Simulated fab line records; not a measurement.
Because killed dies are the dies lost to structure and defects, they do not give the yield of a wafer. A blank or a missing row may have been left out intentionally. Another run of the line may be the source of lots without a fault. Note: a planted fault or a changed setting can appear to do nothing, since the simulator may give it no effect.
Which of the tools did it? / flow rit_cmos / 7 lots, 21 wafers sampled, at 2 steps of a route of 202

== WHAT EACH GAUGE READ, for each wafer ==
RIT_SPACER_THK_MEAS_04.
lot=L623; measured=day 3 11:04; on=film_metro-02; SPACER_NITRIDE_THK (nm)=245.0 246.7 246.9
lot=L625; measured=day 3 21:03; on=film_metro-04; SPACER_NITRIDE_THK (nm)=248.1 249.6 249.6
lot=L627; measured=day 4 04:15; on=film_metro-02; SPACER_NITRIDE_THK (nm)=249.0 250.0 250.1
lot=L630; measured=day 4 16:21; on=film_metro-01; SPACER_NITRIDE_THK (nm)=401.3 400.6 399.0
lot=L634; measured=day 5 11:38; on=film_metro-04; SPACER_NITRIDE_THK (nm)=396.9 395.9 397.8
lot=L641; measured=day 7 16:04; on=film_metro-04; SPACER_NITRIDE_THK (nm)=253.7 253.5 253.5
lot=L645; measured=day 8 08:26; on=film_metro-04; SPACER_NITRIDE_THK (nm)=249.7 251.5 250.2

== TOOL THAT RAN EACH LOT (tool first, then ch and the chambers of the sampled wafers, then the start) ==
lot=L623; RIT_SPACER_CVD_03=lpcvd-01 ch 0, day 3 09:08
lot=L625; RIT_SPACER_CVD_03=lpcvd-02 ch 1, day 3 18:10
lot=L627; RIT_SPACER_CVD_03=lpcvd-01 ch 0, day 4 02:20
lot=L630; RIT_SPACER_CVD_03=lpcvd-01 ch 0, day 4 14:25
lot=L634; RIT_SPACER_CVD_03=lpcvd-01 ch 1, day 5 09:43
lot=L641; RIT_SPACER_CVD_03=lpcvd-02 ch 1, day 7 14:08
lot=L645; RIT_SPACER_CVD_03=lpcvd-02 ch 0, day 8 06:31
- RIT_SPACER_CVD_03: deposits Si3N4 from SiH2Cl2/NH3, target thk 250 nm, time 3300 s.

== THE ANSWER, worked out from the rows above alone ==
Rule: usual is defined by the lots themselves. The widest of any qualifying gaps counts: lots, ordered by their means at a reading, are off when they make up no more than a third of the lots, leave a main group of 4 or more, and stand apart from it by 3 or more times the standard deviation of that group's means. The tables above print the reading to a certain number of digits; a main group whose means all agree to those digits is not used. A lot without any number at a reading at which 4 lots or more have one is off too. The other lots that the step has rows for count as sound.
Off: at RIT_SPACER_THK_MEAS_04 (SPACER_NITRIDE_THK), L630, L634. The main group has a mean of 249.8 nm with a standard deviation of 2.4.
A tool fits if, at a process step before that reading, it ran every lot that is off, and no sound lot after the first of them. Gauges at RIT_SPACER_THK_MEAS_04: tried the same way as those tools. One fits: RIT_SPACER_CVD_03 on lpcvd-01. A fault onset in the window from L627 (day 4 02:20, its last sound lot) to L630 (day 4 14:25, its first lot off) fits.

== WHAT WAS PUT IN BY THE SIMULATOR ==
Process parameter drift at RIT_SPACER_CVD_03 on lpcvd-01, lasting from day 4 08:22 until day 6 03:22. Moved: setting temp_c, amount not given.
Lots struck among those shown: L630, L634. The same result came from the rule above.
